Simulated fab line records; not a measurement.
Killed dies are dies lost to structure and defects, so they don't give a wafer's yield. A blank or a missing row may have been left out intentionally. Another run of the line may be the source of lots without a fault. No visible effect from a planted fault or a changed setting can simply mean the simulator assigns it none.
fab line records ; flow rit_cmos
[record] lots = 14; wafers = 42; last_day = 7
route steps=202 shown NWELL@37 NRETRO@59 SDANNEAL@156 PSD@157 NSD@158 PLDD@159 M1@202
lots untouched by any fault: they come from a run of this same line in which no faults occurred
start_h: hours from the record's opening day to when the first of the lot's shown wafers began ; wait_h: hours from the lot's prior step to this one ; " as in the row above ; L1.1+2: several wafers, shown together as one row ; - no value present, or no start provided ; * or withheld: withheld ; < > ~ a bound
route shown NAME@n: names a module that has steps shown in the file, with the first one's number in the route ; usual: mean and standard deviation over wafers with no fault ; same: alike in all rows ; chamber/n: place in a boat ; sites: per-site readings ; _std_site: the values' standard deviation ; _edge_site: mean of outer sites minus mean of inner sites ; radius_mm: how far each site lies from the wafer's centre ; mask NAME#n: copy n ; behind: the tool/chamber that last shaped the wafer ; hold: reason for holding the lot/hours on hold/outcome of the hold ; device: transistor that didn't switch, given as n, p or np ; end of line: the tests these same wafers got at the end of their route ; where a step has no rows: the recipe by itself ; killed: dies that structure and defects cost at the first sort, which is not the same as the wafer's yield ; map: the dies of a wafer, with x for killed, . for not killed, _ for no die there
set.NAME: the setting as run; set.NAME@STEP: as run at that earlier step ; model.NAME: the simulator's own value behind a step, which no gauge read
steps of the route over a sample of lots; a table a step, a row a wafer
services: a tool's chamber out of use, with start hour (start_h, from the record's first day; less than 0 if before it), hours out, and reason
[[steps]]
[step RIT_NWELL_STRIP_09]
[recipe] chemistry = O2; time_s = 180; resist = NOVOLAK; platen_temp_c = withheld; power_w = 500; pressure_mtorr = 4000; o2_flow_sccm = 4000
[usual] drypump_motor_current_A = 5.54/0.25
[same] time_s = 180
lot.wafer;tool;chamber;start_h;wait_h;drypump_motor_current_A;rf_hours_counter_h
L834.3;plasma_asher-04;1;20.89;0.1;5.40;-
L834.4;plasma_asher-04;0;20.89;0.1;5.55;-
L834.5;plasma_asher-04;1;20.89;0.1;5.41;-
L835.1;plasma_asher-02;1;26.57;0.1;5.37;24
L835.2;plasma_asher-02;0;26.57;0.1;5.44;24
L835.6;plasma_asher-02;0;26.57;0.1;5.42;-
L836.2;plasma_asher-04;0;30.76;0.1;5.54;40
L836.3;plasma_asher-04;0;30.76;0.1;5.53;-
L836.4;plasma_asher-04;1;30.76;0.1;5.40;-
L837.1;plasma_asher-02;0;35.91;0.1;5.43;25
L837.3;plasma_asher-02;0;35.91;0.1;5.46;-
L837.6;plasma_asher-02;1;35.91;0.1;5.39;-
L839.1;plasma_asher-02;0;45.82;0.1;5.46;26
L839.3;plasma_asher-02;0;45.82;0.1;5.45;-
L839.5;plasma_asher-02;0;45.82;0.1;5.45;-
L841.3;plasma_asher-02;0;56.88;0.1;5.42;-
L841.5;plasma_asher-02;1;56.88;0.1;5.37;-
L841.6;plasma_asher-02;0;56.88;0.1;5.45;-
L843.1;plasma_asher-03;1;73.89;0.1;5.38;42
L843.4;plasma_asher-03;1;73.89;0.1;5.37;-
L843.5;plasma_asher-03;0;73.89;0.1;6.08;-
L844.1;plasma_asher-04;0;74.13;0.1;5.57;44
L844.4;plasma_asher-04;1;74.13;0.1;5.40;-
L844.6;plasma_asher-04;0;74.13;0.1;5.54;-
L847.3;plasma_asher-03;0;87.25;0.1;6.06;-
L847.4;plasma_asher-03;1;87.25;0.1;5.40;-
L847.5;plasma_asher-03;0;87.25;0.1;6.06;-
L849.1;plasma_asher-03;0;97.96;0.1;6.09;45
L849.5;plasma_asher-03;0;97.96;0.1;6.11;-
L849.6;plasma_asher-03;1;97.96;0.1;5.38;-
L850.3;plasma_asher-03;1;100.77;0.1;5.40;-
L850.4;plasma_asher-03;0;100.77;0.1;6.09;-
L850.5;plasma_asher-03;1;100.77;0.1;5.41;-
L852.2;plasma_asher-02;0;112.14;0.1;5.43;32
L852.4;plasma_asher-02;1;112.14;0.1;5.39;-
L852.6;plasma_asher-02;0;112.14;0.1;5.44;-
L854.1;plasma_asher-04;1;121.00;0.1;5.43;50
L854.2;plasma_asher-04;0;121.00;0.1;5.53;50
L854.5;plasma_asher-04;1;121.00;0.1;5.41;-
L856.3;plasma_asher-03;1;132.18;0.1;5.39;-
L856.4;plasma_asher-03;0;132.18;0.1;6.09;-
L856.6;plasma_asher-03;1;132.18;0.1;5.39;-
[step RIT_NRETRO_OVL_MEAS_06]
[usual] NRETRO_OVL = -0.5/1.1
lot.wafer;tool;chamber;start_h;wait_h;NRETRO_OVL[nm]
L834.3;overlay-01;-;28.98;-;0.0
L834.4;overlay-01;-;28.98;-;-1.4
L834.5;overlay-01;-;28.98;-;-1.5
L835.1;overlay-01;-;34.71;-;0.3
L835.2;overlay-01;-;34.71;-;0.4
L835.6;overlay-01;-;34.71;-;-0.6
L836.2;overlay-02;-;38.85;-;-0.9
L836.3;overlay-02;-;38.85;-;-0.5
L836.4;overlay-02;-;38.85;-;-0.6
L837.1;overlay-01;-;44.59;-;-1.0
L837.3;overlay-01;-;44.59;-;-0.9
L837.6;overlay-01;-;44.59;-;-0.3
L839.1;overlay-02;-;55.14;-;-1.5
L839.3;overlay-02;-;55.14;-;-0.1
L839.5;overlay-02;-;55.14;-;0.0
L841.3;overlay-02;-;67.75;-;-2.2
L841.5;overlay-02;-;67.75;-;-2.3
L841.6;overlay-02;-;67.75;-;-1.0
L844.1;overlay-02;-;83.13;-;-0.6
L844.4;overlay-02;-;83.13;-;0.3
L844.6;overlay-02;-;83.13;-;-0.6
L843.1;overlay-01;-;83.36;-;-2.0
L843.4;overlay-01;-;83.36;-;-0.8
L843.5;overlay-01;-;83.36;-;-0.6
L847.3;overlay-02;-;95.46;-;-0.9
L847.4;overlay-02;-;95.46;-;1.5
L847.5;overlay-02;-;95.46;-;-0.4
L849.1;overlay-01;-;105.95;-;-1.0
L849.5;overlay-01;-;105.95;-;-1.3
L849.6;overlay-01;-;105.95;-;-1.1
L850.3;overlay-01;-;108.96;-;1.9
L850.4;overlay-01;-;108.96;-;3.1
L850.5;overlay-01;-;108.96;-;0.2
L852.2;overlay-01;-;120.45;-;-1.3
L852.4;overlay-01;-;120.45;-;-2.0
L852.6;overlay-01;-;120.45;-;-0.7
L854.1;overlay-01;-;129.79;-;0.8
L854.2;overlay-01;-;129.79;-;0.0
L854.5;overlay-01;-;129.79;-;0.3
L856.3;overlay-02;-;140.25;-;-3.0
L856.4;overlay-02;-;140.25;-;-1.3
L856.6;overlay-02;-;140.25;-;-1.4
[step RIT_NRETRO_STRIP_09]
[recipe] chemistry = O2; time_s = 180; resist = NOVOLAK; platen_temp_c = withheld; power_w = 500; pressure_mtorr = 4000; o2_flow_sccm = 4000
[usual] drypump_motor_current_A = 5.8/0.39
[same] time_s = 180
lot.wafer;tool;chamber;start_h;wait_h;drypump_motor_current_A;rf_hours_counter_h
L834.3;plasma_asher-01;1;29.46;0.1;6.2;-
L834.4;plasma_asher-01;0;29.46;0.1;6.2;-
L834.5;plasma_asher-01;1;29.46;0.1;6.2;-
L835.1;plasma_asher-03;0;35.15;0.1;6.1;38
L835.2;plasma_asher-03;1;35.15;0.1;5.4;38
L835.6;plasma_asher-03;0;35.15;0.1;6.1;-
L836.2;plasma_asher-02;0;39.28;0.1;5.4;26
L836.3;plasma_asher-02;1;39.28;0.1;5.4;-
L836.4;plasma_asher-02;0;39.28;0.1;5.5;-
L837.1;plasma_asher-02;0;45.02;0.1;5.4;26
L837.3;plasma_asher-02;0;45.02;0.1;5.5;-
L837.6;plasma_asher-02;1;45.02;0.1;5.4;-
L839.1;plasma_asher-03;1;55.58;0.1;5.4;40
L839.3;plasma_asher-03;1;55.58;0.1;5.4;-
L839.5;plasma_asher-03;1;55.58;0.1;5.4;-
L841.3;plasma_asher-03;1;68.24;0.1;5.4;-
L841.5;plasma_asher-03;1;68.24;0.1;5.4;-
L841.6;plasma_asher-03;0;68.24;0.1;6.1;-
L844.1;plasma_asher-01;0;83.72;0.1;6.2;43
L844.4;plasma_asher-01;1;83.72;0.1;6.2;-
L844.6;plasma_asher-01;1;83.72;0.1;6.2;-
L843.1;plasma_asher-03;1;83.79;0.1;5.4;43
L843.4;plasma_asher-03;1;83.79;0.1;5.4;-
L843.5;plasma_asher-03;1;83.79;0.1;5.4;-
L847.3;plasma_asher-01;1;95.94;0.1;6.2;-
L847.4;plasma_asher-01;0;95.94;0.1;6.2;-
L847.5;plasma_asher-01;1;95.94;0.1;6.2;-
L849.1;plasma_asher-02;1;106.38;0.1;5.4;31
L849.5;plasma_asher-02;0;106.38;0.1;5.4;-
L849.6;plasma_asher-02;1;106.38;0.1;5.4;-
L850.3;plasma_asher-02;0;109.45;0.1;5.4;-
L850.4;plasma_asher-02;1;109.45;0.1;5.4;-
L850.5;plasma_asher-02;1;109.45;0.1;5.4;-
L852.2;plasma_asher-03;1;120.88;0.1;5.4;48
L852.4;plasma_asher-03;0;120.88;0.1;6.1;-
L852.6;plasma_asher-03;1;120.88;0.1;5.4;-
L854.1;plasma_asher-02;1;130.22;0.1;5.4;35
L854.2;plasma_asher-02;0;130.22;0.1;5.4;35
L854.5;plasma_asher-02;0;130.22;0.1;5.4;-
L856.3;plasma_asher-01;1;140.73;0.1;6.3;-
L856.4;plasma_asher-01;0;140.73;0.1;6.2;-
L856.6;plasma_asher-01;1;140.73;0.1;6.2;-
[step RIT_SDANNEAL_RTA_03]
[recipe] temp_c = 1050; time_s = 5; idle_temp_c = 600; ramp_up_c_per_s = 342; ramp_down_c_per_s = 171; cool_to_c = 600; ambient = N2
[usual] chamber_o2_ppm = 2.002/0.019; wafer_temp_C_max = 1053.7/1.2
[same] time_s = 5
lot.wafer;tool;chamber;start_h;wait_h;chamber_o2_ppm;wafer_temp_C_max
L834.3;rtp_anneal-02;0;49.25;0.0;1.967;1054.0
L834.4;rtp_anneal-02;0;49.25;0.0;2.000;1054.5
L834.5;rtp_anneal-02;0;49.25;0.0;2.003;1052.6
L835.1;rtp_anneal-01;0;55.27;0.0;1.983;1054.7
L835.2;rtp_anneal-01;0;55.27;0.0;2.014;1053.1
L835.6;rtp_anneal-01;0;55.27;0.0;1.997;1054.9
L836.2;rtp_anneal-02;0;58.82;0.0;2.003;1051.7
L836.3;rtp_anneal-02;0;58.82;0.0;1.991;1051.8
L836.4;rtp_anneal-02;0;58.82;0.0;2.017;1054.5
L837.1;rtp_anneal-01;0;66.02;0.0;1.977;1054.1
L837.3;rtp_anneal-01;0;66.02;0.0;2.013;1053.4
L837.6;rtp_anneal-01;0;66.02;0.0;1.991;1054.1
L839.1;rtp_anneal-01;0;80.83;0.0;1.990;1053.4
L839.3;rtp_anneal-01;0;80.83;0.0;1.947;1054.1
L839.5;rtp_anneal-01;0;80.83;0.0;1.961;1054.0
L841.3;rtp_anneal-01;0;89.12;0.0;1.999;1054.1
L841.5;rtp_anneal-01;0;89.12;0.0;2.016;1052.6
L841.6;rtp_anneal-01;0;89.12;0.0;1.986;1052.1
L843.1;rtp_anneal-01;0;102.97;0.0;2.019;1058.0
L843.4;rtp_anneal-01;0;102.97;0.0;2.024;1052.7
L843.5;rtp_anneal-01;0;102.97;0.0;2.011;1053.6
L844.1;rtp_anneal-02;0;105.79;0.0;2.008;1052.9
L844.4;rtp_anneal-02;0;105.79;0.0;1.983;1053.2
L844.6;rtp_anneal-02;0;105.79;0.0;1.998;1052.6
L847.3;rtp_anneal-01;0;116.03;0.0;2.003;1088.1
L847.4;rtp_anneal-01;0;116.03;0.0;2.005;1084.8
L847.5;rtp_anneal-01;0;116.03;0.0;1.959;1088.8
L849.1;rtp_anneal-01;0;125.31;0.0;1.991;1085.3
L849.5;rtp_anneal-01;0;125.31;0.0;2.005;1086.3
L849.6;rtp_anneal-01;0;125.31;0.0;1.971;1086.3
L850.3;rtp_anneal-02;0;128.79;0.0;1.978;1055.3
L850.4;rtp_anneal-02;0;128.79;0.0;2.030;1053.2
L850.5;rtp_anneal-02;0;128.79;0.0;1.995;1055.0
L852.2;rtp_anneal-02;0;140.78;0.0;2.011;1053.8
L852.4;rtp_anneal-02;0;140.78;0.0;2.002;1051.8
L852.6;rtp_anneal-02;0;140.78;0.0;2.004;1054.3
L854.1;rtp_anneal-02;0;149.20;0.0;2.025;1053.4
L854.2;rtp_anneal-02;0;149.20;0.0;2.018;1056.6
L854.5;rtp_anneal-02;0;149.20;0.0;2.039;1052.0
L856.3;rtp_anneal-02;0;161.39;0.0;2.022;1054.3
L856.4;rtp_anneal-02;0;161.39;0.0;2.027;1053.4
L856.6;rtp_anneal-02;0;161.39;0.0;2.016;1053.2
[step RIT_SDANNEAL_RS_MEAS_04]
[recipe] thk_meas_gauge = four-point-probe
[usual] PSD_RS = 115.55/0.27
lot.wafer;tool;chamber;start_h;wait_h;PSD_RS[ohm/sq]
L834.3;film_metro-03;-;49.33;0.1;115.61
L834.4;film_metro-03;-;49.33;0.1;115.74
L834.5;film_metro-03;-;49.33;0.1;115.66
L835.1;film_metro-03;-;55.33;0.0;115.45
L835.2;film_metro-03;-;55.33;0.0;115.33
L835.6;film_metro-03;-;55.33;0.0;115.56
L836.2;film_metro-01;-;58.89;0.1;116.06
L836.3;film_metro-01;-;58.89;0.1;115.57
L836.4;film_metro-01;-;58.89;0.1;115.67
L837.1;film_metro-01;-;66.08;0.0;115.69
L837.3;film_metro-01;-;66.08;0.0;115.61
L837.6;film_metro-01;-;66.08;0.0;115.64
L839.1;film_metro-01;-;80.95;0.1;115.38
L839.3;film_metro-01;-;80.95;0.1;115.47
L839.5;film_metro-01;-;80.95;0.1;115.64
L841.3;film_metro-02;-;89.24;0.1;115.58
L841.5;film_metro-02;-;89.24;0.1;115.56
L841.6;film_metro-02;-;89.24;0.1;115.51
L843.1;film_metro-01;-;103.03;0.0;115.90
L843.4;film_metro-01;-;103.03;0.0;115.67
L843.5;film_metro-01;-;103.03;0.0;115.67
L844.1;film_metro-01;-;105.84;0.0;115.44
L844.4;film_metro-01;-;105.84;0.0;115.55
L844.6;film_metro-01;-;105.84;0.0;115.55
L847.3;film_metro-03;-;116.11;0.1;93.51
L847.4;film_metro-03;-;116.11;0.1;93.36
L847.5;film_metro-03;-;116.11;0.1;93.66
L849.1;film_metro-01;-;125.36;0.0;93.98
L849.5;film_metro-01;-;125.36;0.0;94.01
L849.6;film_metro-01;-;125.36;0.0;94.03
L850.3;film_metro-01;-;128.87;0.1;115.26
L850.4;film_metro-01;-;128.87;0.1;115.29
L850.5;film_metro-01;-;128.87;0.1;115.18
L852.2;film_metro-01;-;140.85;0.1;115.44
L852.4;film_metro-01;-;140.85;0.1;115.58
L852.6;film_metro-01;-;140.85;0.1;115.88
L854.1;film_metro-02;-;149.26;0.0;115.05
L854.2;film_metro-02;-;149.26;0.0;115.87
L854.5;film_metro-02;-;149.26;0.0;115.47
L856.3;film_metro-03;-;161.47;0.1;115.04
L856.4;film_metro-03;-;161.47;0.1;115.40
L856.6;film_metro-03;-;161.47;0.1;115.12
[step RIT_SDANNEAL_RS_MEAS_05]
[recipe] thk_meas_gauge = four-point-probe
[usual] NSD_RS = 86.0/0.32
lot.wafer;tool;chamber;start_h;wait_h;NSD_RS[ohm/sq]
L834.3;film_metro-03;-;49.45;0.1;85.6
L834.4;film_metro-03;-;49.45;0.1;85.6
L834.5;film_metro-03;-;49.45;0.1;86.0
L835.1;film_metro-03;-;55.45;0.1;86.0
L835.2;film_metro-03;-;55.45;0.1;85.8
L835.6;film_metro-03;-;55.45;0.1;85.9
L836.2;film_metro-01;-;59.01;0.1;86.6
L836.3;film_metro-01;-;59.01;0.1;86.4
L836.4;film_metro-01;-;59.01;0.1;86.5
L837.1;film_metro-01;-;66.20;0.1;85.9
L837.3;film_metro-01;-;66.20;0.1;86.1
L837.6;film_metro-01;-;66.20;0.1;86.0
L839.1;film_metro-01;-;81.07;0.1;86.9
L839.3;film_metro-01;-;81.07;0.1;86.3
L839.5;film_metro-01;-;81.07;0.1;86.4
L841.3;film_metro-02;-;89.36;0.1;85.9
L841.5;film_metro-02;-;89.36;0.1;86.2
L841.6;film_metro-02;-;89.36;0.1;86.1
L843.1;film_metro-01;-;103.15;0.1;85.7
L843.4;film_metro-01;-;103.15;0.1;85.9
L843.5;film_metro-01;-;103.15;0.1;85.8
L844.1;film_metro-01;-;105.96;0.1;85.9
L844.4;film_metro-01;-;105.96;0.1;86.3
L844.6;film_metro-01;-;105.96;0.1;86.2
L847.3;film_metro-03;-;116.23;0.1;84.2
L847.4;film_metro-03;-;116.23;0.1;84.2
L847.5;film_metro-03;-;116.23;0.1;84.5
L849.1;film_metro-01;-;125.48;0.1;84.6
L849.5;film_metro-01;-;125.48;0.1;84.7
L849.6;film_metro-01;-;125.48;0.1;84.7
L850.3;film_metro-01;-;128.99;0.1;86.3
L850.4;film_metro-01;-;128.99;0.1;86.3
L850.5;film_metro-01;-;128.99;0.1;85.9
L852.2;film_metro-01;-;140.97;0.1;85.8
L852.4;film_metro-01;-;140.97;0.1;86.2
L852.6;film_metro-01;-;140.97;0.1;86.2
L854.1;film_metro-02;-;149.38;0.1;86.2
L854.2;film_metro-02;-;149.38;0.1;86.1
L854.5;film_metro-02;-;149.38;0.1;86.2
L856.3;film_metro-03;-;161.59;0.1;85.8
L856.4;film_metro-03;-;161.59;0.1;85.6
L856.6;film_metro-03;-;161.59;0.1;85.4
[step RIT_SDANNEAL_RS_MEAS_06]
[recipe] thk_meas_gauge = four-point-probe
[usual] PLDD_RS = 178.6/0.5
lot.wafer;tool;chamber;start_h;wait_h;PLDD_RS[ohm/sq]
L834.3;film_metro-03;-;49.57;0.1;178.6
L834.4;film_metro-03;-;49.57;0.1;178.5
L834.5;film_metro-03;-;49.57;0.1;179.1
L835.1;film_metro-03;-;55.57;0.1;179.0
L835.2;film_metro-03;-;55.57;0.1;179.0
L835.6;film_metro-03;-;55.57;0.1;179.4
L836.2;film_metro-01;-;59.13;0.1;178.9
L836.3;film_metro-01;-;59.13;0.1;178.5
L836.4;film_metro-01;-;59.13;0.1;177.6
L837.1;film_metro-01;-;66.32;0.1;178.5
L837.3;film_metro-01;-;66.32;0.1;177.7
L837.6;film_metro-01;-;66.32;0.1;177.9
L839.1;film_metro-01;-;81.19;0.1;178.7
L839.3;film_metro-01;-;81.19;0.1;178.7
L839.5;film_metro-01;-;81.19;0.1;178.7
L841.3;film_metro-02;-;89.48;0.1;178.7
L841.5;film_metro-02;-;89.48;0.1;179.3
L841.6;film_metro-02;-;89.48;0.1;178.3
L843.1;film_metro-01;-;103.27;0.1;179.1
L843.4;film_metro-01;-;103.27;0.1;178.7
L843.5;film_metro-01;-;103.27;0.1;178.9
L844.1;film_metro-01;-;106.08;0.1;178.7
L844.4;film_metro-01;-;106.08;0.1;178.6
L844.6;film_metro-01;-;106.08;0.1;179.2
L847.3;film_metro-03;-;116.35;0.1;159.9
L847.4;film_metro-03;-;116.35;0.1;159.8
L847.5;film_metro-03;-;116.35;0.1;159.1
L849.1;film_metro-01;-;125.60;0.1;159.7
L849.5;film_metro-01;-;125.60;0.1;159.7
L849.6;film_metro-01;-;125.60;0.1;159.6
L850.3;film_metro-01;-;129.11;0.1;178.8
L850.4;film_metro-01;-;129.11;0.1;178.8
L850.5;film_metro-01;-;129.11;0.1;178.8
L852.2;film_metro-01;-;141.09;0.1;179.1
L852.4;film_metro-01;-;141.09;0.1;179.2
L852.6;film_metro-01;-;141.09;0.1;178.6
L854.1;film_metro-02;-;149.50;0.1;178.6
L854.2;film_metro-02;-;149.50;0.1;178.4
L854.5;film_metro-02;-;149.50;0.1;178.7
L856.3;film_metro-03;-;161.71;0.1;178.0
L856.4;film_metro-03;-;161.71;0.1;177.7
L856.6;film_metro-03;-;161.71;0.1;178.1
[step RIT_M1_PROBE_99]
[usual] killed_at_contacts = 0.0/0.22; killed_at_front_end = 6.9/2.9; killed_dies = 7.0/2.9; killed_open = 3.5/2; killed_short = 3.5/2
[same] gross_dies = 264; killed_at_M0_to_M3 = 0; killed_at_M4_up = 0; killed_at_back_side = 0; killed_at_other = 0
lot.wafer;tool;chamber;start_h;wait_h;killed_at_contacts;killed_at_front_end;killed_dies;killed_open;killed_short
L844.1;prober-02;-;113.50;0.1;1;12;13;7;6
L844.4;prober-02;-;113.65;0.2;0;5;5;2;3
L844.6;prober-02;-;113.75;0.2;0;9;9;2;7
// killed by level:class
L844.1 GATE:geometric_particle:open=5 REOX:geometric_particle:short=4 REOX:geometric_particle:open=2 SILICIDE:geometric_particle:short=1 CONTACT:geometric_particle:short=1
L844.4 GATE:geometric_particle:open=2 GATE:geometric_particle:short=1 REOX:geometric_particle:short=1 SPACER:geometric_particle:short=1
L844.6 GATE:geometric_particle:short=3 FOX1:geometric_particle:short=2 SPACER:geometric_particle:short=2 FOX1:geometric_particle:open=1 SPACER:geometric_particle:open=1
[[services]]
tool;chamber;start_h;hours;kind
plasma_asher-04;-;17.23;0.7;repair
plasma_asher-04;-;45.41;3.7;repair
plasma_asher-02;-;67.41;14.6;pm
plasma_asher-01;-;89.01;4.5;repair
plasma_asher-01;-;108.92;9.0;pm
plasma_asher-01;0;108.92;9.0;vent_cycle
plasma_asher-01;1;108.92;9.0;vent_cycle
plasma_asher-01;0;117.92;-;clean
plasma_asher-01;1;117.92;-;clean
plasma_asher-01;-;121.35;15.5;repair
plasma_asher-04;-;136.70;1.5;repair
[[key]]
[first_sign] step = RIT_SDANNEAL_RTA_03; reading = wafer_temp_C_max; direction = up; sigmas = 27; usual = *; struck = *
[effect] step = RIT_SDANNEAL_RS_MEAS_04; reading = PSD_RS; direction = down; sigmas = 81; usual = 115.55; struck = 93.76
[effect] step = RIT_SDANNEAL_RS_MEAS_05; reading = NSD_RS; direction = down; sigmas = 4.7; usual = 86.0; struck = 84.5
[effect] step = RIT_SDANNEAL_RS_MEAS_06; reading = PLDD_RS; direction = down; sigmas = 38; usual = 178.6; struck = 159.6
met_at RIT_SDANNEAL_RTA_03
struck_lots L847,L849
rows_end L847.3,L847.4,L847.5
tester_left_out L849
not_acting_at RIT_NWELL_STRIP_09,RIT_NRETRO_OVL_MEAS_06,RIT_NRETRO_STRIP_09
onset_between 102.97 116.03
[fault] kind = process_parameter_drift; tool = rtp_anneal-01; chamber = -; onset_h = 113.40; steps = RIT_SDANNEAL_RTA_03; channel = temp_c; offset = *; shape = step; end_h = 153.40; acts_in = *; stated = *
// tester_left_out: of these lots the tester's yield and bins aren't shown, on N5 and GAA mostly nor the transistor test; their killed dies are dies lost to structure and defects alone, not to doping, threshold or leakage, so they don't give the yield
// rows_end: these wafers met a further fault down the route, and their rows from its step on are left out
